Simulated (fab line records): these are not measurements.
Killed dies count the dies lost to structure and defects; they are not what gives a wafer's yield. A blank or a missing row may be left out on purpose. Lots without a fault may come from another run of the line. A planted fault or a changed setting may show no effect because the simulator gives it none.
fab line records	flow berkeley-cmos170
[record] lots = 7	wafers = 21	last-day = 9
route steps=331 shown ACTIVE@74 PFIELD@79 FIELD@89
lots that met no fault: from a run of the same line without faults
start-h: start of the lot's first displayed wafer, in hours after the record's first day	wait-h: hours from the lot's prior step to this one	" the same as in the row above	L1.1+2: a single row standing in for several wafers	- value missing, or start not given	* or withheld: withheld	< > ~ a bound
route shown NAME@n: a module of which the file shows steps, and the number in the route of the first	usual: mean/standard deviation of fault-free wafers	same: alike in all rows	chamber/n: place in a boat	sites: each site's reading	_std_site: the values' standard deviation	_edge_site: outer sites' mean less inner sites'	radius-mm: how far each site lies from the wafer's centre	mask NAME#n: copy n	behind: tool/chamber where the wafer was last shaped	hold: what put the lot on hold/how long, in hours/how the hold closed	device: which transistor (n, p or np) failed to switch	end of line: the same wafers' tests at the end of the route	a step without rows: its recipe alone	killed: the dies lost at the first sort to structure and to defects; this is not the yield of the wafer	map: a wafer's dies, x killed, . not, _ none there
set.NAME: setting as actually run; set.NAME@STEP: the setting as run at that earlier step	model.NAME: the simulator's own value behind a step, which no gauge read
lots at some steps of the route; a table a step, a row a wafer
services: when a tool's chamber went out of use (start-h, in hours from the record's first day, below 0 if earlier), for how many hours, and the reason
[[steps]]
[step UCB170_ACTIVE_OVL_MEAS_14]
[usual] ACTIVE_OVL = -3/4.7
lot.wafer	tool	chamber	start-h	wait-h	ACTIVE_OVL[nm]
L865.1	overlay-01	-	86.86	0.1	-1
L865.5	"	-	"	"	-9
L865.6	"	-	"	"	1
L866.1	overlay-02	-	96.21	0.1	0
L866.4	"	-	"	"	-9
L866.5	"	-	"	"	-9
L868.1	overlay-01	-	96.33	0.1	-9
L868.4	"	-	"	"	-6
L868.6	"	-	"	"	-3
L872.1	overlay-01	-	126.46	0.1	-2
L872.4	"	-	"	"	-1
L872.6	"	-	"	"	-1
L871.2	overlay-01	-	126.74	0.1	-2
L871.3	"	-	"	"	0
L871.4	"	-	"	"	3
L873.1	overlay-02	-	126.90	0.1	-5
L873.3	"	-	"	"	-6
L873.6	"	-	"	"	-6
L870.1	overlay-01	-	126.99	0.1	1
L870.2	"	-	"	"	-3
L870.3	"	-	"	"	2
[step UCB170_ACTIVE_ETCH_15]
[recipe] chemistry = CH3F/Ar/O2	target = Si3N4	stop-on = SiO2	CH3F_flow_sccm = 20	Ar_flow_sccm = 50	O2_flow_sccm = 7	pressure-mtorr = 50	rf-w = 450	target-depth-a = 2420	over-etch-frac = 0.1	time-s = 151
[usual] chamber-pressure-mTorr = 50.00/0.046	drypump-motor-current-A = 5.6/0.45	oes-product-au = 0.940/0.014	throttle-valve-pct = 8.00/0.15
lot.wafer	tool	chamber	start-h	wait-h	chamber-pressure-mTorr	drypump-motor-current-A	oes-product-au	rf-hours-counter-h	throttle-valve-pct
L865.1	rie-diel-01	1	86.89	0.0	49.98	5.9	0.921	21	7.81
L865.5	"	1	"	"	49.91	5.8	0.917	-	7.83
L865.6	"	0	"	"	49.97	5.6	0.917	-	8.20
L866.1	rie-diel-03	2	96.25	0.0	49.95	5.9	0.950	123	8.05
L866.4	"	1	"	"	49.95	6.6	0.958	-	7.87
L866.5	"	3	"	"	50.01	5.3	0.940	-	7.92
L868.1	rie-diel-02	3	96.37	0.0	50.00	5.9	0.911	22	8.24
L868.4	"	1	"	"	50.03	5.7	0.960	159	8.07
L868.6	"	2	"	"	50.01	5.5	0.927	-	7.83
L872.1	rie-diel-03	2	126.50	0.0	50.04	5.9	0.951	124	8.04
L872.4	"	3	"	"	49.95	5.3	0.945	129	7.91
L872.6	"	3	"	"	50.03	5.3	0.945	-	7.94
L871.2	rie-diel-02	2	126.77	0.0	50.04	5.5	0.938	103	7.84
L871.3	"	0	"	"	49.99	4.8	0.960	15	8.06
L871.4	"	2	"	"	49.93	5.5	0.939	-	7.82
L873.1	rie-diel-03	3	126.93	0.0	50.00	5.3	0.944	129	7.92
L873.3	"	0	"	"	49.96	6.2	0.917	0	8.23
L873.6	"	2	"	"	50.06	6.0	0.957	-	8.05
L870.1	rie-diel-02	0	127.03	0.0	50.03	4.8	0.964	15	8.04
L870.2	"	3	"	"	49.95	5.9	0.928	23	8.23
L870.3	"	2	"	"	50.02	5.5	0.939	104	7.83
[step UCB170_ACTIVE_STRIP_16]
[recipe] chemistry = O2	power-w = 400	pressure-mtorr = 3500	platen-temp-c = withheld	o2-flow-sccm = 400	overash-fraction = 0.5
[usual] chamber-pressure-mTorr = 3500/3.2	drypump-motor-current-A = 5.9/0.61	o2-flow-sccm = 399.9/1.3	oes-product-au = 0.720/0.0046	strip-time-to-endpoint-s = 17.70/0.065
[same] overash-fraction = 0.5
lot.wafer	tool	chamber	start-h	wait-h	chamber-pressure-mTorr	drypump-motor-current-A	o2-flow-sccm	oes-product-au	rf-hours-counter-h	strip-time-to-endpoint-s
L865.1	plasma-asher-04	0	86.99	0.1	3501	6.2	401.1	0.718	25	17.76
L865.5	"	0	"	"	3502	6.2	401.1	0.718	-	17.82
L865.6	"	1	"	"	3495	6.3	399.1	0.722	-	17.80
L866.1	plasma-asher-04	0	96.35	0.1	3499	6.2	396.8	0.721	26	17.84
L866.4	"	1	"	"	3501	6.3	400.3	0.713	-	17.73
L866.5	"	0	"	"	3491	6.2	398.3	0.720	-	17.73
L868.1	plasma-asher-01	1	96.47	0.1	3500	6.5	400.8	0.722	39	17.74
L868.4	"	1	"	"	3507	6.5	399.2	0.727	-	17.66
L868.6	"	0	"	"	3498	5.7	401.5	0.711	-	17.71
L872.1	plasma-asher-04	1	126.60	0.1	3508	6.3	399.8	0.713	29	17.73
L872.4	"	0	"	"	3499	6.2	399.0	0.717	-	17.79
L872.6	"	1	"	"	3507	6.3	398.3	0.716	-	17.71
L871.2	plasma-asher-02	0	126.87	0.1	3498	5.1	400.3	0.713	42	17.70
L871.3	"	1	"	"	3500	4.8	399.9	0.716	-	17.63
L871.4	"	0	"	"	3499	5.1	400.7	0.724	-	17.70
L873.1	plasma-asher-04	0	127.03	0.1	3499	6.2	399.7	0.724	29	17.69
L873.3	"	1	"	"	3499	6.4	401.4	0.719	-	17.69
L873.6	"	1	"	"	3502	6.4	401.3	0.724	-	17.74
L870.1	plasma-asher-02	1	127.13	0.1	3499	4.9	400.6	0.724	42	17.75
L870.2	"	0	"	"	3499	5.1	399.3	0.722	42	17.79
L870.3	"	0	"	"	3502	5.1	399.4	0.723	-	17.77
[step UCB170_ACTIVE_CD_MEAS_90]
[recipe] target-cd-nm = 1200
[usual] cd-nm = 1200.3/1.4
lot.wafer	tool	chamber	start-h	wait-h	cd-nm
L865.1	cd-sem-02	-	87.09	0.1	1201.6
L865.5	"	-	"	"	1201.7
L865.6	"	-	"	"	1201.4
L866.1	cd-sem-01	-	96.45	0.1	1199.5
L866.4	"	-	"	"	1198.6
L866.5	"	-	"	"	1198.8
L868.1	cd-sem-01	-	96.57	0.1	1199.9
L868.4	"	-	"	"	1200.0
L868.6	"	-	"	"	1199.6
L872.1	cd-sem-02	-	126.70	0.1	1200.8
L872.4	"	-	"	"	1201.5
L872.6	"	-	"	"	1200.4
L871.2	cd-sem-01	-	126.99	0.1	1199.3
L871.3	"	-	"	"	1201.1
L871.4	"	-	"	"	1200.6
L873.1	cd-sem-02	-	127.13	0.1	1198.6
L873.3	"	-	"	"	1198.2
L873.6	"	-	"	"	1197.2
L870.1	cd-sem-01	-	127.23	0.1	1198.9
L870.2	"	-	"	"	1200.5
L870.3	"	-	"	"	1198.0
[step UCB170_ACTIVE_CLEAN_17]
[recipe] chemistry = SPM	temp-c = 120	time-s = 600
[step UCB170_PFIELD_HMDS_00]
[recipe] prime-time-s = 60	prime-temp-c = 100
[step UCB170_PFIELD_COAT_01]
[recipe] resist = KrF	spin-rpm = 1500	resist-thk-nm = 900
[step UCB170_PFIELD_SOFTBAKE_02]
[recipe] resist = KrF	temp-c = 130	time-s = 60
[step UCB170_PFIELD_EXPOSE_03]
[recipe] mask-id = PFIELD	na = 0.5	sigma-outer = 0.6	source-shape = conventional	target-cd-nm = 1500	dose-mj = 30
[step UCB170_PFIELD_PEB_04]
[recipe] peb-temp-c = 130	peb-time-s = withheld	resist = KrF
[step UCB170_PFIELD_DEVELOP_05]
[recipe] developer = TMAH	develop-time-s = 45	resist = KrF	dev-temp-c = 21
[step UCB170_PFIELD_OVL_MEAS_06]
[usual] PFIELD_OVL = 4/5.6
lot.wafer	tool	chamber	start-h	wait-h	PFIELD_OVL[nm]
L865.1	overlay-01	-	88.36	-	4
L865.5	"	-	"	"	0
L865.6	"	-	"	"	2
L866.1	overlay-02	-	97.87	-	8
L866.4	"	-	"	"	1
L866.5	"	-	"	"	7
L868.1	overlay-01	-	98.01	-	12
L868.4	"	-	"	"	11
L868.6	"	-	"	"	13
L872.1	overlay-02	-	131.44	-	7
L872.4	"	-	"	"	4
L872.6	"	-	"	"	4
L873.1	overlay-02	-	131.69	-	0
L873.3	"	-	"	"	8
L873.6	"	-	"	"	2
L871.2	overlay-01	-	131.72	-	2
L871.3	"	-	"	"	1
L871.4	"	-	"	"	2
L870.1	overlay-01	-	131.88	-	2
L870.2	"	-	"	"	2
L870.3	"	-	"	"	-1
[step UCB170_PFIELD_IMPLANT_07]
[recipe] species = B	dose-cm2 = 2e+13	energy-kev = 80	tilt-deg = 7
[usual] implant-ion-amu = 11/0	tilt-deg = 7.002/0.018
lot.wafer	tool	chamber	start-h	wait-h	implant-ion-amu	tilt-deg	model.implant.rp-nm	model.implant.drp-nm
L865.1	implanter-02	0	88.39	0.0	11	6.976	265.2	74.86
L865.5	"	0	"	"	11	6.997	265.2	74.86
L865.6	"	0	"	"	11	6.986	265.2	74.86
L866.1	implanter-03	0	97.90	0.0	11	6.980	260.2	74.86
L866.4	"	0	"	"	11	6.996	260.2	74.86
L866.5	"	0	"	"	11	6.967	260.2	74.86
L868.1	implanter-02	0	98.04	0.0	11	7.016	264.5	74.86
L868.4	"	0	"	"	11	6.994	264.5	74.86
L868.6	"	0	"	"	11	7.011	264.5	74.86
L872.1	implanter-01	0	131.48	0.0	11	6.985	265	74.86
L872.4	"	0	"	"	11	7.005	265	74.86
L872.6	"	0	"	"	11	7.009	265	74.86
L873.1	implanter-01	0	131.72	0.0	31	7.020	98.59	37.93
L873.3	"	0	"	"	31	7.010	98.59	37.93
L873.6	"	0	"	"	31	6.997	98.59	37.93
L871.2	implanter-03	0	131.81	0.1	31	6.999	99.5	37.93
L871.3	"	0	"	"	31	6.963	99.5	37.93
L871.4	"	0	"	"	31	7.008	99.5	37.93
L870.1	implanter-01	0	131.91	0.0	31	6.994	100.3	37.93
L870.2	"	0	"	"	31	7.019	100.3	37.93
L870.3	"	0	"	"	31	7.023	100.3	37.93
[step UCB170_PFIELD_STRIP_08]
[recipe] chemistry = O2	power-w = 400	pressure-mtorr = 3500	platen-temp-c = withheld	o2-flow-sccm = 400	overash-fraction = 0.5
[usual] chamber-pressure-mTorr = 3501/3.1	drypump-motor-current-A = 5.5/0.54	o2-flow-sccm = 400.0/1	oes-product-au = 0.734/0.0047	strip-time-to-endpoint-s = 21.61/0.07
[same] overash-fraction = 0.5
lot.wafer	tool	chamber	start-h	wait-h	chamber-pressure-mTorr	drypump-motor-current-A	o2-flow-sccm	oes-product-au	rf-hours-counter-h	strip-time-to-endpoint-s
L865.1	plasma-asher-03	0	88.54	0.1	3493	5.3	400.3	0.730	40	21.67
L865.5	"	0	"	"	3499	5.2	399.9	0.731	-	21.66
L865.6	"	1	"	"	3496	5.2	401.1	0.729	-	21.64
L866.1	plasma-asher-03	1	98.05	0.1	3502	5.2	400.7	0.730	41	21.63
L866.4	"	0	"	"	3504	5.2	398.7	0.736	-	21.57
L866.5	"	0	"	"	3504	5.2	398.8	0.733	-	21.50
L868.1	plasma-asher-04	0	98.19	0.1	3500	6.2	398.7	0.738	26	21.66
L868.4	"	1	"	"	3494	6.3	400.7	0.740	-	21.67
L868.6	"	0	"	"	3499	6.2	398.4	0.737	-	21.71
L872.1	plasma-asher-04	0	131.63	0.1	3501	6.2	400.0	0.736	29	21.61
L872.4	"	0	"	"	3498	6.2	400.5	0.737	-	21.65
L872.6	"	1	"	"	3503	6.3	398.8	0.736	-	21.66
L873.1	plasma-asher-02	1	131.87	0.1	3501	4.8	400.5	0.730	42	21.53
L873.3	"	1	"	"	3501	4.9	401.4	0.736	-	21.57
L873.6	"	1	"	"	3498	4.9	401.6	0.730	-	21.51
L871.2	plasma-asher-04	1	131.94	0.1	3499	6.4	400.2	0.728	29	21.63
L871.3	"	0	"	"	3501	6.2	399.9	0.738	-	21.51
L871.4	"	1	"	"	3503	6.3	400.8	0.739	-	21.57
L870.1	plasma-asher-03	1	132.06	0.1	3505	5.1	398.9	0.735	44	21.58
L870.2	"	0	"	"	3501	5.2	401.5	0.729	44	21.53
L870.3	"	1	"	"	3502	5.2	400.6	0.732	-	21.59
[step UCB170_PFIELD_TW_MEAS_09]
[usual] PFIELD_TW = 603/4.8
lot.wafer	tool	chamber	start-h	wait-h	PFIELD_TW
L865.1	film-metro-01	-	88.68	0.1	608
L865.5	"	-	"	"	607
L865.6	"	-	"	"	610
L866.1	film-metro-01	-	98.15	0.1	609
L866.4	"	-	"	"	609
L866.5	"	-	"	"	610
L868.1	film-metro-01	-	98.29	0.1	603
L868.4	"	-	"	"	603
L868.6	"	-	"	"	609
L872.1	film-metro-01	-	131.76	0.1	603
L872.4	"	-	"	"	606
L872.6	"	-	"	"	602
L873.1	film-metro-04	-	131.97	0.1	1344
L873.3	"	-	"	"	1347
L873.6	"	-	"	"	1338
L871.2	film-metro-02	-	132.05	0.1	1346
L871.3	"	-	"	"	1348
L871.4	"	-	"	"	1344
L870.1	film-metro-04	-	132.16	0.1	1343
L870.2	"	-	"	"	1351
L870.3	"	-	"	"	1343
[step UCB170_FIELD_CLEAN_00]
[recipe] chemistry = dHF	dilution = 25:1	time-s = 7.5
[[services]]
tool	chamber	start-h	hours	kind
rie-diel-03	-	91.62	0.4	repair
rie-diel-03	0	94.68	-	clean
rie-diel-03	0	94.68	28.8	scheduled-down
rie-diel-03	0	94.68	28.8	vent-cycle
implanter-02	-	96.01	0.5	repair
rie-diel-01	-	96.25	14.6	pm
plasma-asher-02	-	97.61	3.2	repair
plasma-asher-01	-	108.75	9.0	pm
plasma-asher-01	0	108.75	9.0	vent-cycle
plasma-asher-01	1	108.75	9.0	vent-cycle
plasma-asher-01	0	117.75	-	clean
plasma-asher-01	1	117.75	-	clean
rie-diel-02	1	123.61	-	clean
rie-diel-02	1	123.61	20.2	scheduled-down
rie-diel-02	1	123.61	20.2	vent-cycle
rie-diel-01	-	126.91	0.2	repair
implanter-02	-	128.33	3.9	repair
[[key]]
[first-sign] step = UCB170_PFIELD_IMPLANT_07	reading = implant-ion-amu	direction = up	sigmas = 99+	usual = 11	struck = 31
[effect] step = UCB170_PFIELD_TW_MEAS_09	reading = PFIELD_TW	direction = up	sigmas = 99+	usual = 603	struck = 1345
[model-effect] step = UCB170_PFIELD_IMPLANT_07	value = implant.rp-nm	without = 269	struck = 99.48
met-at UCB170_PFIELD_IMPLANT_07
struck-wafers L870.1,L870.2,L870.3,L871.2,L871.3,L871.4,L873.1,L873.3,L873.6
sort-left-out L870.1,L870.2,L870.3,L871.2,L871.3,L871.4,L873.1,L873.3,L873.6
tester-left-out L870,L871,L873
[fault] kind = wrong-recipe-download	tool = implanter-01,implanter-02,implanter-03	chamber = -	onset-h = 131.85	steps = UCB170_PFIELD_IMPLANT_07	wrong-recipe.not-listed = 1
// tester-left-out: of these lots the tester's yield and bins aren't shown, on N5 and GAA mostly nor the transistor test; their killed dies are dies lost to structure and defects alone, not to doping, threshold or leakage, so they don't give the yield
// sort-left-out: the simulated sort isn't trusted on such a fault, so these wafers' sort isn't shown, and their yield isn't known
